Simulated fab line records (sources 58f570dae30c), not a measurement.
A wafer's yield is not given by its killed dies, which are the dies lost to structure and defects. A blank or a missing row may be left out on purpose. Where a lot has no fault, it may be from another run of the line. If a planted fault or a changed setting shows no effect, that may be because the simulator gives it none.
Which of the tools did it? + flow berkeleyCmos170 + 14 lots with 42 wafers sampled at 3 steps, on a route of 331 steps

WHAT THE GAUGES SHOWED, per wafer
UCB170_NWELL_THK_MEAS_05. Usual: NWELL_NITRIDE_THK 223.5 nm, standard deviation 2.2.
| lot  | measured    | on           | NWELL_NITRIDE_THK (nm) | flag |
|------|-------------|--------------|------------------------|------|
| L430 | day 2 07:49 | filmMetro-03 | 225.5 225.3 224.3      |      |
| L432 | day 3 01:13 | filmMetro-04 | 221.1 219.4 220.1      |      |
| L434 | day 3 12:16 | filmMetro-03 | 224.0 223.3 225.5      |      |
| L437 | day 4 01:08 | filmMetro-04 | 229.1 225.5 225.7      |      |
| L438 | day 4 01:08 | filmMetro-03 | 224.5 223.4 222.6      |      |
| L440 | day 4 10:30 | filmMetro-04 | 223.3 222.2 221.3      |      |
| L441 | day 4 17:14 | filmMetro-03 | 223.6 224.1 225.7      |      |
| L442 | day 4 17:14 | filmMetro-04 | 223.1 223.1 223.6      |      |
| L443 | day 5 02:53 | filmMetro-01 | 222.7 220.7 220.0      |      |
| L444 | day 5 02:54 | filmMetro-03 | 225.2 224.5 222.9      |      |
| L451 | day 6 15:07 | filmMetro-03 | 221.7 220.0 221.3      |      |
| L450 | day 6 15:10 | filmMetro-03 | 222.7 224.6 223.1      |      |
| L452 | day 7 03:09 | filmMetro-04 | 223.0 222.8 223.5      |      |
| L453 | day 7 11:27 | filmMetro-03 | 221.5 221.9 223.9      |      |

UCB170_WELLDRIVE_THK_MEAS_02. Usual: WELLDRIVE_OXIDE_THK 200 nm, standard deviation 3.4.
| lot  | measured    | on           | WELLDRIVE_OXIDE_THK (nm) | flag |
|------|-------------|--------------|--------------------------|------|
| L430 | day 3 16:57 | filmMetro-04 | 201 202 202              |      |
| L432 | day 4 08:50 | filmMetro-02 | 200 198 197              |      |
| L434 | day 4 19:46 | filmMetro-04 | 199 196 199              |      |
| L437 | day 5 05:26 | filmMetro-04 | 193 200 197              |      |
| L438 | day 5 05:26 | filmMetro-02 | 201 203 200              |      |
| L440 | day 5 20:07 | filmMetro-02 | 195 192 194              |      |
| L441 | day 6 07:37 | filmMetro-02 | 196 196 197              |      |
| L442 | day 6 07:37 | filmMetro-04 | 198 201 199              |      |
| L443 | day 6 16:47 | filmMetro-03 | 198 199 198              |      |
| L444 | day 6 16:47 | filmMetro-04 | 202 196 202              |      |
| L451 | day 8 07:21 | filmMetro-02 | 201 204 203              |      |
| L450 | day 8 07:21 | filmMetro-04 | 203 199 202              |      |
| L452 | day 8 23:16 | filmMetro-04 | 202 201 206              |      |
| L453 | day 9 09:32 | filmMetro-02 | 201 200 200              |      |

UCB170_PFIELD_OVL_MEAS_06. Usual: PFIELD_OVL 2 nm, standard deviation 5.7.
| lot  | measured     | on         | PFIELD_OVL (nm) | flag |
|------|--------------|------------|-----------------|------|
| L430 | day 4 20:19  | overlay-01 | 6 6 -5          |      |
| L432 | day 5 04:42  | overlay-02 | -2 3 1          |      |
| L434 | day 5 18:34  | overlay-01 | -5 -7 -8        |      |
| L437 | day 6 03:59  | overlay-01 | 0 2 -3          |      |
| L438 | day 6 03:43  | overlay-01 | 5 -4 6          |      |
| L440 | day 6 20:32  | overlay-02 | 0 -10 1         |      |
| L441 | day 7 04:42  | overlay-01 | 4 -1 2          |      |
| L442 | day 7 04:58  | overlay-01 | 3 8 4           |      |
| L443 | day 7 22:19  | overlay-01 | 2 2 -1          |      |
| L444 | day 7 22:29  | overlay-01 | 2 -4 0          |      |
| L451 | day 9 16:38  | overlay-02 | 13 15 17        |      |
| L450 | day 9 16:22  | overlay-01 | 4 4 4           |      |
| L452 | day 9 23:44  | overlay-02 | 0 -5 0          |      |
| L453 | day 10 09:22 | overlay-02 | -8 -5 0         |      |

EACH LOT AND THE TOOL THAT RAN IT (in order: tool; ch and the chambers of the sampled wafers; start)
The record shows no process step preceding these readings.

AS READ BY THE TOOLS THEMSELVES (means over the sampled wafers that have a number; for cases with no such wafer, the mark the record gives instead)
The record holds no such reading with a usual standard deviation.

THE ANSWER, worked out from the rows above alone
Rule: lot off if the mean of its wafers having a number is beyond 3 standard deviations from the usual mean. A lot without any number at a reading at which 4 lots or more have one is off too. All remaining lots with rows at the step are treated as sound. After the gauges, taken in route order, come the tools' own readings; for these a lot's mean is taken, as printed above. The first step at which some lot is off is used, and at that step the reading that is off furthest; a lot without a number counts as furthest.
None of the lots is off at any reading shown; this tells nothing.

WHAT WAS PUT IN BY THE SIMULATOR
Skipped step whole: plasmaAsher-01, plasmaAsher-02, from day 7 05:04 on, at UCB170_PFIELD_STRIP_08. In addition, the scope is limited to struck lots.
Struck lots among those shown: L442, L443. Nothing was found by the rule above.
